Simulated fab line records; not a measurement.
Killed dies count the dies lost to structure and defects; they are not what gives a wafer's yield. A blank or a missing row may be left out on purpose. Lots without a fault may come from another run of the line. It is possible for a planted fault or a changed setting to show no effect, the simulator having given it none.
8D (eight disciplines) problem report, filled in by code	flow berkeley cmos170	the parts of the form that need people (team, actions taken, sign-off) are left out

1. THE ISSUE
Mean PLDD_RS at UCB170_SDANNEAL_RS_MEAS_04: 1095.6 ohm/sq over 6 wafers in 2 lots; fault-free wafers: 1032.3 ohm/sq, standard deviation 2.6. That is +24 standard deviations from the usual mean.
The step: measures by four-point-probe.
First observed at day 7 21:25: wafer L642.4, on film metro-02. The record holds 42 wafers of 14 lots with a number at this step. Rule for "out" (also "out of limits"): further than 4 standard deviations from the usual mean. The other wafers with a number count as sound.

2. WHAT IT IS, WHAT IT ISN'T
question	is	is not
which readings at this step	PLDD_RS	-
which lots	L640, L642	L636, L637, L643, L646, L648, L649, L650, L652, L653, L654, L655, L659
which wafers of those lots	all that have a number	-
read on which gauges	film metro-01, film metro-02	film metro-03
when	from day 7 21:25	up to then (6 sound wafers); but 30 sound wafers of L643, L646, L648, L649, L650, L652, L653, L654, L655, L659 came after

3. SUSPECTS, AND WHAT RULES EACH OUT
Counting: a tool at any process step up to the reading remains a suspect when it ran all the lots that are out and ran no sound lot after the first of those.
- the gauge at UCB170_SDANNEAL_RS_MEAS_04 has been ruled out. 2 gauges (film metro-01, film metro-02) read the wafers that are out.
- furnace-01 at UCB170_SPACER_ANNEAL_02 (time 1800 s): kept. Every lot that is out went through it, starting with L640 (day 7 14:22), and after that it ran no sound lot; the last sound lot it ran before then is L637 (day 6 16:10).
Remaining after the count: furnace-01 at UCB170_SPACER_ANNEAL_02.

4. THE CAUSE (what the simulator had put in)
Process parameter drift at UCB170_SPACER_ANNEAL_02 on furnace-01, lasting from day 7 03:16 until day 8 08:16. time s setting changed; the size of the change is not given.
Counting left only this tool.

5. THE EFFECT CHAIN, in route order
Rows list readings where the struck wafers' mean (over those with a number) sits beyond 3 standard deviations from the usual. Readings are gone through only where the record gives a usual standard deviation; hours: the median, over the lots, of the time from a lot's start at the first step in this table giving one to that lot's start at this step; sigmas: the change measured in usual standard deviations.
hours	step	reading	usual	on struck wafers	change	sigmas
0	UCB170_SDANNEAL_RS_MEAS_04	PLDD_RS	1032.3 ohm/sq	1095.6	+63.3	+24
0	UCB170_SDANNEAL_RS_MEAS_05	NLDD_RS	616.6 ohm/sq	624.2	+7.6	+5.9
Later measuring or inspecting steps at which every struck wafer that the step has a row for has a number for every such reading, and none has moved that far: UCB170_CONTACT_CD_MEAS_15.

6. HOW IT WOULD HAVE BEEN CAUGHT EARLIER
18 hours passed between the start of the fault at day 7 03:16 and the first reading out of limits at a measuring or inspecting step in this record, taken at day 7 21:25.
Of the tool readings at UCB170_SPACER_ANNEAL_02 for which the record gives a usual standard deviation, none was out on any struck wafer, so an alarm limit of 4 standard deviations on them would not have fired.
The start of UCB170_SPACER_ANNEAL_02 on furnace-01 came by day 7 21:25 for every one of the lots that are out (2). A hold on the tool at that time would have spared none of them.
